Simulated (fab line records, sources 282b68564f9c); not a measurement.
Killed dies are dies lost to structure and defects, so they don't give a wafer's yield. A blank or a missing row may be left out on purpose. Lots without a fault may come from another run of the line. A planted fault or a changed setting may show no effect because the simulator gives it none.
A sampling plan put to the test | flow rit_cmos | one fab line, 29 faults that these records tell of, each judged on the records of the lots that it struck
The plan is the line's own looks: the steps of the route at which a gauge or an inspection reads the wafer and doesn't change it. A look can be judged if struck wafers have a number there and the file gives its usual mean and standard deviation on fault-free wafers. Caught: at a look after the fault's first step, the mean of the struck wafers lies 4 or more of those standard deviations (sigma) from the usual mean. On the tool: the same test on the tool's own readings at the fault's steps. Another recipe on the struck wafers, or a record that is blank for them alone, also counts as caught.

THE FAULTS, as the simulator had put them in
1. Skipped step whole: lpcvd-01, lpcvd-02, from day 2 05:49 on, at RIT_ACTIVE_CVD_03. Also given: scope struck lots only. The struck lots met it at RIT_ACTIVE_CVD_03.
2. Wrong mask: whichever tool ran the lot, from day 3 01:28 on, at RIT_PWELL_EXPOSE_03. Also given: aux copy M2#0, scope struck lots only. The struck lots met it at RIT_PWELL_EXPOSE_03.
3. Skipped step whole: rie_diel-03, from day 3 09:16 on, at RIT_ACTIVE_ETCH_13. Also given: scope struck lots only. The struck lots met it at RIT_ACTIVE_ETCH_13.
4. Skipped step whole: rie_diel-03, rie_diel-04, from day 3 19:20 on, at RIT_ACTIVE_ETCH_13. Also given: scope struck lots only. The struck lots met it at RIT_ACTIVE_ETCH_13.
5. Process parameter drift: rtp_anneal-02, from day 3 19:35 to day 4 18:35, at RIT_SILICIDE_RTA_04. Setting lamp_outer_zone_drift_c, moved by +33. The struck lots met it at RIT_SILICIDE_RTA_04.
6. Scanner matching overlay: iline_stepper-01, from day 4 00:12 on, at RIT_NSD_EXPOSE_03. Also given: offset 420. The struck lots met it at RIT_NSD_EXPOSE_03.
7. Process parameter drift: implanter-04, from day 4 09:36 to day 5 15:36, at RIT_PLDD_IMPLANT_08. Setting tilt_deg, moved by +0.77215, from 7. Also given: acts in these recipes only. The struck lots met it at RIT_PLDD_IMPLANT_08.
8. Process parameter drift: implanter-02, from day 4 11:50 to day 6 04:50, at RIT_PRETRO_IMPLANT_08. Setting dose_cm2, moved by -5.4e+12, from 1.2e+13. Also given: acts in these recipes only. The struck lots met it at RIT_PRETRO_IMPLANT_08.
9. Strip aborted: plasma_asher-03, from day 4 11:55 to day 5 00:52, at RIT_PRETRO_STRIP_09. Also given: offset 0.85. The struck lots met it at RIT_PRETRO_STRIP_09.
10. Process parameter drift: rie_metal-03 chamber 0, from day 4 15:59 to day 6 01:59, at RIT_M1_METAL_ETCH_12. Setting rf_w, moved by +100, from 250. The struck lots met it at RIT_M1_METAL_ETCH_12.
11. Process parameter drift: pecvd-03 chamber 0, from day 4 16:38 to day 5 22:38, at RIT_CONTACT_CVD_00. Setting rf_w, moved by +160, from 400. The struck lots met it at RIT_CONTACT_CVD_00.
12. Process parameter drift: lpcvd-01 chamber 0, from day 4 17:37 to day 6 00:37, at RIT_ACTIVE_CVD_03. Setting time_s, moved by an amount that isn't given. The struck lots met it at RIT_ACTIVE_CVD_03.
13. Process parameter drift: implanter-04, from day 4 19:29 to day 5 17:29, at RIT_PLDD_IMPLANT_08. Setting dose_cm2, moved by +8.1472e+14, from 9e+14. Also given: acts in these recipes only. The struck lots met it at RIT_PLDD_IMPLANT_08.
14. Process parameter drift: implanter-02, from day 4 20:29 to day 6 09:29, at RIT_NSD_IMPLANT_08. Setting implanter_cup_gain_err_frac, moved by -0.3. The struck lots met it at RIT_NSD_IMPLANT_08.
15. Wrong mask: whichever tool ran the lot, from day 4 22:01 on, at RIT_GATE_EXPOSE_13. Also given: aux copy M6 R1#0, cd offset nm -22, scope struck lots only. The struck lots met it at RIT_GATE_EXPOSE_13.
16. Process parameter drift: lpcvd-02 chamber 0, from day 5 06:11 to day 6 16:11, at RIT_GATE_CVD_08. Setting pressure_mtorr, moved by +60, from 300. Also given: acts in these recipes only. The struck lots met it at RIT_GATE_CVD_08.
17. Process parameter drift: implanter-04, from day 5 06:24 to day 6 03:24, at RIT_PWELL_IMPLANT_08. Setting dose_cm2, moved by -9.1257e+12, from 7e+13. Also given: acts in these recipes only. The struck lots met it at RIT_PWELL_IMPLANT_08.
18. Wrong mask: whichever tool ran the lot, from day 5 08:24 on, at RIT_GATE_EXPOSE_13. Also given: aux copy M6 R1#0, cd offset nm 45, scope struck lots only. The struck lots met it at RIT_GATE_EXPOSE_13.
19. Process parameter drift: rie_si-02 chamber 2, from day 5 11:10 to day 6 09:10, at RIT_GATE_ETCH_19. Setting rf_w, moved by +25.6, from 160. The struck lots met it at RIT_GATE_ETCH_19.
20. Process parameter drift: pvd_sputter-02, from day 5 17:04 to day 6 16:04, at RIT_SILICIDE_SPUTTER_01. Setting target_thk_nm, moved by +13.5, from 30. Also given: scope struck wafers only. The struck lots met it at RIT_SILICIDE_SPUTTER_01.
21. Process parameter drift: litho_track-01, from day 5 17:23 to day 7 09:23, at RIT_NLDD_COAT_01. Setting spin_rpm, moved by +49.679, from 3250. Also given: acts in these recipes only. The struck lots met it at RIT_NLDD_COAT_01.
22. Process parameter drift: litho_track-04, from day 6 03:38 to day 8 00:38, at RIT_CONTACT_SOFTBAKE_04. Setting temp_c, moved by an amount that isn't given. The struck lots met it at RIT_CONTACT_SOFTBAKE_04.
23. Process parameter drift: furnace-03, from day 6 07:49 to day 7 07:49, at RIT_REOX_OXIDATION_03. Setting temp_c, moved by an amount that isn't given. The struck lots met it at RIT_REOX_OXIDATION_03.
24. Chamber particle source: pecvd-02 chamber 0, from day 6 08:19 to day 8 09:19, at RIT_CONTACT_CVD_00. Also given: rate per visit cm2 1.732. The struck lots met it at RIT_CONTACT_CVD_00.
25. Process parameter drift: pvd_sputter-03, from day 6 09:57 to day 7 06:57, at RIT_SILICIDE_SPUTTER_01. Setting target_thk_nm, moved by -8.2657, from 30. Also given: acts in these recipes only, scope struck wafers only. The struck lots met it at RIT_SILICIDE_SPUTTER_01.
26. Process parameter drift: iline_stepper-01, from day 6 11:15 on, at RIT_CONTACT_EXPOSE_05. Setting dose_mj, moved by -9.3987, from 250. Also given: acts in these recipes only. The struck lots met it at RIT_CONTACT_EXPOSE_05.
27. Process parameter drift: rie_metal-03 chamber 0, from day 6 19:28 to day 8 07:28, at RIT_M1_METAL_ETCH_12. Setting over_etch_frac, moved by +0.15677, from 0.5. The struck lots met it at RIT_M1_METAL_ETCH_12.
28. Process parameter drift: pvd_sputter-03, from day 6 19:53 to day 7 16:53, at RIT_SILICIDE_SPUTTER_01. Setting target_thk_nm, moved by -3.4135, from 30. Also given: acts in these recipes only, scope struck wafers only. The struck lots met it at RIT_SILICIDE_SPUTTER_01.
29. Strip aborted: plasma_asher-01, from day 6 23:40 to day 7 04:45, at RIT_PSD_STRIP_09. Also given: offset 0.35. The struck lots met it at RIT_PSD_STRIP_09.

WHAT THE PLAN SAW
fault | on the tool itself                               | first look that catches it                      | reading, sigma                                | median hours from its first step to that look | hours from the fault's start to the first struck lot there | judged looks passed uncaught
1     | the tool's record is blank for the struck wafers | no look after it can be judged                  | -                                             | -                                             | -                                                          | 0
2     | under 2 sigma                                    | RIT_PWELL_TW_MEAS_10                            | PWELL_TW -99 or beyond                        | 1.1                                           | 3                                                          | 0
3     | the tool's record is blank for the struck wafers | no look after it can be judged                  | -                                             | -                                             | -                                                          | 0
4     | the tool's record is blank for the struck wafers | no look after it can be judged                  | -                                             | -                                             | -                                                          | 0
5     | under 2 sigma                                    | none of the 8 looks that can be judged after it | -                                             | -                                             | -                                                          | 8
6     | no reading that can be judged                    | RIT_NSD_OVL_MEAS_06                             | NSD_OVL +99 or beyond                         | 0.4                                           | 5                                                          | 0
7     | tilt_deg +42 sigma                               | no look after it can be judged                  | -                                             | -                                             | -                                                          | 0
8     | dose_ions_cm2 -99 or beyond sigma                | RIT_PRETRO_TW_MEAS_10                           | PRETRO_TW -26                                 | 0.3                                           | 3                                                          | 0
9     | run_length_s -99 or beyond sigma                 | not the one look that can be judged after it    | -                                             | -                                             | -                                                          | 1
10    | rf_fwd_power_W +99 or beyond sigma               | RIT_M1_CD_MEAS_90                               | cd_nm -6.3                                    | 0.5                                           | 8                                                          | 0
11    | rf_fwd_power_W +99 or beyond sigma               | RIT_CONTACT_THK_MEAS_01                         | CONTACT_TEOS_THK +6.7                         | 0.1                                           | 8                                                          | 0
12    | no reading that can be judged                    | RIT_ACTIVE_THK_MEAS_04                          | ACTIVE_NITRIDE_THK -11                        | 1.4                                           | 9                                                          | 0
13    | dose_ions_cm2 +99 or beyond sigma                | RIT_PLDD_TW_MEAS_10                             | PLDD_TW +38                                   | 0.3                                           | 8                                                          | 0
14    | beam_on_s +19 sigma                              | RIT_NSD_TW_MEAS_10                              | NSD_TW +16                                    | 0.3                                           | 5                                                          | 0
15    | under 2 sigma                                    | RIT_GATE_CD_MEAS_16                             | cd_nm -10                                     | 0.4                                           | 2                                                          | 0
16    | pressure_mtorr +98 sigma                         | RIT_GATE_THK_MEAS_09                            | GATE_POLY_THK +9.6                            | 1.6                                           | 4                                                          | 0
17    | dose_ions_cm2 -99 or beyond sigma                | RIT_PWELL_TW_MEAS_10                            | PWELL_TW -6.6                                 | 0.3                                           | 6                                                          | 0
18    | under 2 sigma                                    | RIT_GATE_CD_MEAS_16                             | cd_nm +19                                     | 0.4                                           | 3                                                          | 0
19    | rf_fwd_power_W +53 sigma                         | no look after it can be judged                  | -                                             | -                                             | -                                                          | 0
20    | under 2 sigma                                    | RIT_SILICIDE_RS_MEAS_02                         | SILICIDE_TI_RS -19                            | 0.2                                           | 7                                                          | 0
21    | spin_speed_rpm +27 sigma                         | not the one look that can be judged after it    | -                                             | -                                             | -                                                          | 1
22    | heater_power_total_W -28 sigma                   | not the one look that can be judged after it    | -                                             | -                                             | -                                                          | 1
23    | tube_center_temp_C -99 or beyond sigma           | RIT_REOX_THK_MEAS_04                            | REOX_OXIDE_THK -15                            | 2.6                                           | 18                                                         | 0
24    | under 2 sigma                                    | not the one look that can be judged after it    | strongest: M1_OVL at RIT_M1_OVL_MEAS_10, +2.0 | -                                             | -                                                          | 1
25    | under 2 sigma                                    | RIT_SILICIDE_RS_MEAS_02                         | SILICIDE_TI_RS +25                            | 0.1                                           | 6                                                          | 0
26    | exposure_dose_mJ_cm2 -34 sigma                   | RIT_CONTACT_CD_MEAS_08                          | cd_nm -4.4                                    | 0.6                                           | 11                                                         | 0
27    | only faintly: oes_product_au -2.2 sigma          | no look after it can be judged                  | -                                             | -                                             | -                                                          | 0
28    | under 2 sigma                                    | RIT_SILICIDE_RS_MEAS_02                         | SILICIDE_TI_RS +8.9                           | 0.1                                           | 16                                                         | 0
29    | run_length_s -99 or beyond sigma                 | not the one look that can be judged after it    | -                                             | -                                             | -                                                          | 1
A dash: the fault isn't caught, or these records don't give the number.

Caught at a look: 17 of 29. Caught on the tool: 18 of 29. By one or the other: 26 of 29.
Caught on the tool alone: faults 1, 3, 4, 7, 9, 19, 21, 22, 29.
Caught at a look alone: faults 2, 6, 12, 15, 18, 20, 25, 28.
Caught by neither: faults 5, 24, 27.

THINNER SAMPLING
If the look that catches a fault measured only every second or every third lot, by lot number, the first struck lot would be measured this late in the worst case:
fault | struck lots at that look, in order of time | every lot | every second lot | every third lot
2     | L688                                       | 3 h       | may miss it      | may miss it
6     | L457, L460, L461, L463                     | 5 h       | 21 h             | may miss all 4
8     | L302, L304                                 | 3 h       | may miss all 2   | may miss all 2
10    | L402, L405                                 | 8 h       | 23 h             | may miss all 2
11    | L823, L826                                 | 8 h       | 21 h             | may miss all 2
12    | L547, L549, L551                           | 9 h       | may miss all 3   | 29 h
13    | L889, L890, L892                           | 8 h       | 11 h             | may miss all 3
14    | L762, L765                                 | 5 h       | 21 h             | may miss all 2
15    | L425                                       | 2 h       | may miss it      | may miss it
16    | L341                                       | 4 h       | may miss it      | may miss it
17    | L244, L246                                 | 6 h       | may miss all 2   | may miss all 2
18    | L921                                       | 3 h       | may miss it      | may miss it
20    | L647, L649                                 | 7 h       | may miss all 2   | may miss all 2
23    | L552, L553                                 | 18 h      | 22 h             | may miss all 2
25    | L147                                       | 6 h       | may miss it      | may miss it
26    | L910, L913                                 | 11 h      | 26 h             | may miss all 2
28    | L852                                       | 16 h      | may miss it      | may miss it
Hours are from the fault's start to the first struck lot that is measured. The limit of 4 sigma was tested on all struck wafers together, so one lot alone may lie under it. Other struck lots may not be in these records.

THE LONGEST TIMED WAY FROM STEP TO LOOK
Fault 23: a median of 2.6 hours passes between RIT_REOX_OXIDATION_03 and RIT_REOX_THK_MEAS_04. No look between them can be judged.
